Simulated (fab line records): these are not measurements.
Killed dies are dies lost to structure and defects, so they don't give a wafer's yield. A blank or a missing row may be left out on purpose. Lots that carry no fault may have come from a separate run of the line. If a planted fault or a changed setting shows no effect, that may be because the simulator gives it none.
The tool behind it: which one?    flow berkeleyCmos170    14 lots, 42 wafers sampled, at 7 steps of a route of 331

## WHAT EACH GAUGE READ, for each wafer
UCB170_SDANNEAL_RS_MEAS_02: a four-point-probe measurement. Usual: PSD_RS 75.65 ohm/sq, standard deviation 0.25.
lot   measured      on            PSD_RS (ohm/sq)    flag
L858  day 8 09:42   filmMetro-01  75.32 75.48 75.08  
L859  day 8 08:07   filmMetro-01  75.95 76.09 75.79  
L861  day 8 18:29   filmMetro-04  75.65 75.70 75.91  
L862  day 8 18:19   filmMetro-03  75.23 75.58 75.75  
L863  day 8 18:59   filmMetro-04  75.91 75.69 75.83  
L864  day 8 21:23   filmMetro-04  75.90 75.74 75.83  
L865  day 9 17:31   filmMetro-04  75.63 75.98 75.54  
L866  day 9 17:19   filmMetro-01  75.68 75.77 75.65  
L869  day 10 08:11  filmMetro-01  56.69 56.73 56.65  OFF
L870  day 10 07:34  filmMetro-04  75.48 75.71 75.34  
L871  day 10 07:50  filmMetro-03  75.55 75.49 75.64  
L873  day 11 07:35  filmMetro-04  56.99 56.86 56.85  OFF
L877  day 12 00:26  filmMetro-04  75.55 75.86 75.87  
L880  day 12 12:31  filmMetro-01  75.08 75.52 75.29  

UCB170_SDANNEAL_RS_MEAS_03: a four-point-probe measurement. Usual: NSD_RS 37.25 ohm/sq, standard deviation 0.082.
lot   measured      on            NSD_RS (ohm/sq)    flag
L858  day 8 09:49   filmMetro-01  37.30 37.25 37.21  
L859  day 8 08:14   filmMetro-01  37.30 37.28 37.31  
L861  day 8 18:36   filmMetro-04  37.43 37.34 37.25  
L862  day 8 18:26   filmMetro-03  37.16 37.18 37.23  
L863  day 8 19:06   filmMetro-04  37.18 37.31 37.19  
L864  day 8 21:30   filmMetro-04  37.44 37.34 37.42  
L865  day 9 17:38   filmMetro-04  37.08 37.13 37.20  
L866  day 9 17:26   filmMetro-01  37.15 37.13 37.15  
L869  day 10 08:18  filmMetro-01  31.36 31.30 31.23  OFF
L870  day 10 07:41  filmMetro-04  37.21 37.08 37.18  
L871  day 10 07:57  filmMetro-03  37.22 37.24 37.27  
L873  day 11 07:42  filmMetro-04  31.28 31.27 31.26  OFF
L877  day 12 00:33  filmMetro-04  37.24 37.32 37.36  
L880  day 12 12:38  filmMetro-01  37.30 37.33 37.35  

UCB170_SDANNEAL_RS_MEAS_04: a four-point-probe measurement. Usual: PLDD_RS 1031.2 ohm/sq, standard deviation 2.6.
lot   measured      on            PLDD_RS (ohm/sq)      flag
L858  day 8 09:56   filmMetro-01  1031.2 1031.7 1028.4  
L859  day 8 08:21   filmMetro-01  1027.6 1029.0 1027.0  
L861  day 8 18:43   filmMetro-04  1032.3 1033.8 1034.2  
L862  day 8 18:33   filmMetro-03  1033.8 1034.8 1032.6  
L863  day 8 19:13   filmMetro-04  1032.3 1031.6 1032.4  
L864  day 8 21:37   filmMetro-04  1034.7 1032.3 1034.4  
L865  day 9 17:45   filmMetro-04  1027.5 1029.2 1031.6  
L866  day 9 17:33   filmMetro-01  1032.1 1028.8 1028.6  
L869  day 10 08:25  filmMetro-01  969.6 967.9 970.5     OFF
L870  day 10 07:48  filmMetro-04  1029.3 1028.6 1032.8  
L871  day 10 08:04  filmMetro-03  1032.2 1029.2 1031.6  
L873  day 11 07:49  filmMetro-04  961.8 964.2 964.8     OFF
L877  day 12 00:40  filmMetro-04  1029.1 1027.1 1026.0  
L880  day 12 12:46  filmMetro-01  1026.4 1027.8 1026.6  

UCB170_SDANNEAL_RS_MEAS_05: a four-point-probe measurement. Usual: NLDD_RS 616.2 ohm/sq, standard deviation 1.5.
lot   measured      on            NLDD_RS (ohm/sq)   flag
L858  day 8 10:04   filmMetro-01  614.9 616.3 615.1  
L859  day 8 08:28   filmMetro-01  616.5 614.3 617.2  
L861  day 8 18:50   filmMetro-04  616.3 616.6 616.7  
L862  day 8 18:40   filmMetro-03  617.2 619.2 618.2  
L863  day 8 19:20   filmMetro-04  615.9 614.3 615.4  
L864  day 8 21:44   filmMetro-04  617.3 615.5 617.0  
L865  day 9 17:52   filmMetro-04  613.7 615.9 614.3  
L866  day 9 17:40   filmMetro-01  615.7 616.1 615.5  
L869  day 10 08:32  filmMetro-01  608.6 608.0 607.3  OFF
L870  day 10 07:55  filmMetro-04  616.1 616.8 617.2  
L871  day 10 08:11  filmMetro-03  616.0 615.9 617.8  
L873  day 11 07:56  filmMetro-04  611.9 611.3 612.2  
L877  day 12 00:47  filmMetro-04  619.6 618.4 619.0  
L880  day 12 12:53  filmMetro-01  616.2 615.2 616.0  

UCB170_V2_BOW_MEAS_03. Usual: V2_BOW 37 um, standard deviation 7.1.
lot   measured      on            V2_BOW (um)  flag
L858  day 9 02:04   filmMetro-01  40 32 43     
L859  day 8 23:51   filmMetro-02  28 27 40     
L861  day 9 13:21   filmMetro-01  30 37 28     
L862  day 9 13:08   filmMetro-04  34 31 27     
L863  day 9 18:27   filmMetro-02  39 40 34     
L864  day 9 19:07   filmMetro-02  29 35 40     
L865  day 10 09:16  filmMetro-02  41 36 43     
L866  day 10 10:33  filmMetro-04  48 37 49     
L869  day 11 03:43  filmMetro-02  33 40 44     
L870  day 11 01:08  filmMetro-04  36 53 45     
L871  day 11 01:23  filmMetro-02  32 22 26     
L873  day 12 04:41  filmMetro-02  40 31 34     
L877  day 12 21:08  filmMetro-02  35 35 40     
L880  day 13 06:52  filmMetro-02  45 28 37     

## WHAT TOOL EACH LOT RAN ON (gives the tool, then ch and the chambers of the sampled wafers, and finally the start)
lot   UCB170_NWELL_STRIP_15               UCB170_SDANNEAL_RTA_01
L858  plasmaAsher-02 ch 0,1, day 2 16:56  rtpAnneal-01 ch 0, day 8 09:38
L859  plasmaAsher-01 ch 0,1, day 2 17:10  rtpAnneal-01 ch 0, day 8 08:03
L861  plasmaAsher-01 ch 0,1, day 3 02:16  rtpAnneal-02 ch 0, day 8 18:25
L862  plasmaAsher-01 ch 0,1, day 3 11:53  rtpAnneal-01 ch 0, day 8 18:15
L863  plasmaAsher-02 ch 0,1, day 3 12:17  rtpAnneal-01 ch 0, day 8 18:41
L864  plasmaAsher-02 ch 0,1, day 3 20:51  rtpAnneal-02 ch 0, day 8 21:19
L865  plasmaAsher-02 ch 0,1, day 4 04:12  rtpAnneal-02 ch 0, day 9 17:26
L866  plasmaAsher-02 ch 0,1, day 4 04:29  rtpAnneal-01 ch 0, day 9 17:15
L869  plasmaAsher-03 ch 0,1, day 5 02:07  rtpAnneal-01 ch 0, day 10 08:07
L870  plasmaAsher-01 ch 0,1, day 5 02:09  rtpAnneal-01 ch 0, day 10 07:30
L871  plasmaAsher-02 ch 0,1, day 5 02:19  rtpAnneal-02 ch 0, day 10 07:46
L873  plasmaAsher-02 ch 0,1, day 5 19:40  rtpAnneal-01 ch 0, day 11 07:31
L877  plasmaAsher-02 ch 0,1, day 6 04:49  rtpAnneal-02 ch 0, day 12 00:13
L880  plasmaAsher-01 ch 0,1, day 7 05:01  rtpAnneal-02 ch 0, day 12 12:26
- UCB170_NWELL_STRIP_15: strips in O2.
- UCB170_SDANNEAL_RTA_01: time 5 s.

## AS READ BY THE TOOLS THEMSELVES (means over the sampled wafers that have a number; for cases with no such wafer, the mark the record gives instead)
UCB170_NWELL_STRIP_15. Usual: drypumpMotorCurrentA 5.7 A, standard deviation 0.5; oesProductAu 0.721 a.u., standard deviation 0.0045; stripTimeToEndpointS 17.99 s, standard deviation 0.069.
lot   tool            drypumpMotorCurrentA (A)  oesProductAu (a.u.)  stripTimeToEndpointS (s)  flag
L858  plasmaAsher-02  5.6                       0.721                17.97                     
L859  plasmaAsher-01  5.3                       0.722                18.10                     
L861  plasmaAsher-01  5.8                       0.721                17.93                     
L862  plasmaAsher-01  5.8                       0.716                17.98                     
L863  plasmaAsher-02  5.6                       0.718                18.06                     
L864  plasmaAsher-02  5.6                       0.720                18.06                     
L865  plasmaAsher-02  5.6                       0.722                17.94                     
L866  plasmaAsher-02  5.6                       0.724                17.97                     
L869  plasmaAsher-03  6.7                       0.717                18.07                     
L870  plasmaAsher-01  5.8                       0.725                18.01                     
L871  plasmaAsher-02  5.6                       0.721                17.98                     
L873  plasmaAsher-02  5.7                       0.724                17.94                     
L877  plasmaAsher-02  5.6                       0.718                17.99                     
L880  plasmaAsher-01  5.4                       0.723                17.97                     

UCB170_SDANNEAL_RTA_01. Usual: annealTempCMax 1056.8, standard deviation 1.8; chamberO2Ppm 2.001, standard deviation 0.023; lampPowerPct 37.4 %, standard deviation 1.7; wafer_temp_C_max 1055.2, standard deviation 1.4.
lot   tool          annealTempCMax  chamberO2Ppm  lampPowerPct (%)  wafer_temp_C_max  flag
L858  rtpAnneal-01  1056.2          2.004         39.2              1055.8            
L859  rtpAnneal-01  1054.8          1.967         39.2              1056.8            
L861  rtpAnneal-02  1056.7          2.008         35.7              1054.2            
L862  rtpAnneal-01  1055.9          1.972         39.2              1055.7            
L863  rtpAnneal-01  1054.9          1.971         39.1              1055.7            
L864  rtpAnneal-02  1056.6          2.026         35.7              1054.6            
L865  rtpAnneal-02  1057.6          2.015         35.7              1053.8            
L866  rtpAnneal-01  1055.3          2.000         39.2              1055.7            
L869  rtpAnneal-01  1055.4          1.990         39.2              1056.7            
L870  rtpAnneal-01  1055.6          2.004         39.2              1055.0            
L871  rtpAnneal-02  1057.8          2.021         35.7              1054.3            
L873  rtpAnneal-01  1056.3          1.997         39.2              1055.9            
L877  rtpAnneal-02  1057.5          1.988         35.7              1054.8            
L880  rtpAnneal-02  1059.3          2.013         35.7              1053.9            

## THE ANSWER, worked out from the rows above alone
Rule: lot off if the mean of its wafers having a number is beyond 3 standard deviations from the usual mean. Also off: a lot with no number at a reading for which 4 or more lots have one. Where the step has rows for the other lots, those lots are counted as sound. Order of review: gauges by route order, followed by the tools' own readings, for which a lot's mean as printed above is used. The first step at which some lot is off is used, and at that step the reading that is off furthest; a lot without a number counts as furthest.
Off: at UCB170_SDANNEAL_RS_MEAS_02 (PSD_RS), L869, L873.
If a tool, at a process step before that reading, ran all the lots that are off and no sound lot after the first of them, it fits. The gauges at UCB170_SDANNEAL_RS_MEAS_02 are tried like those tools. One fits: rtpAnneal-01 at UCB170_SDANNEAL_RTA_01. A fault onset in the window from L870 (day 10 07:30, its last sound lot) to L869 (day 10 08:07, its first lot off) fits.

## WHAT WAS PUT IN BY THE SIMULATOR
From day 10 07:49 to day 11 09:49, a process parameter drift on rtpAnneal-01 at UCB170_SDANNEAL_RTA_01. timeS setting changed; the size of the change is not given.
Lots struck among those shown: L869, L873. The rule above reached the same finding.
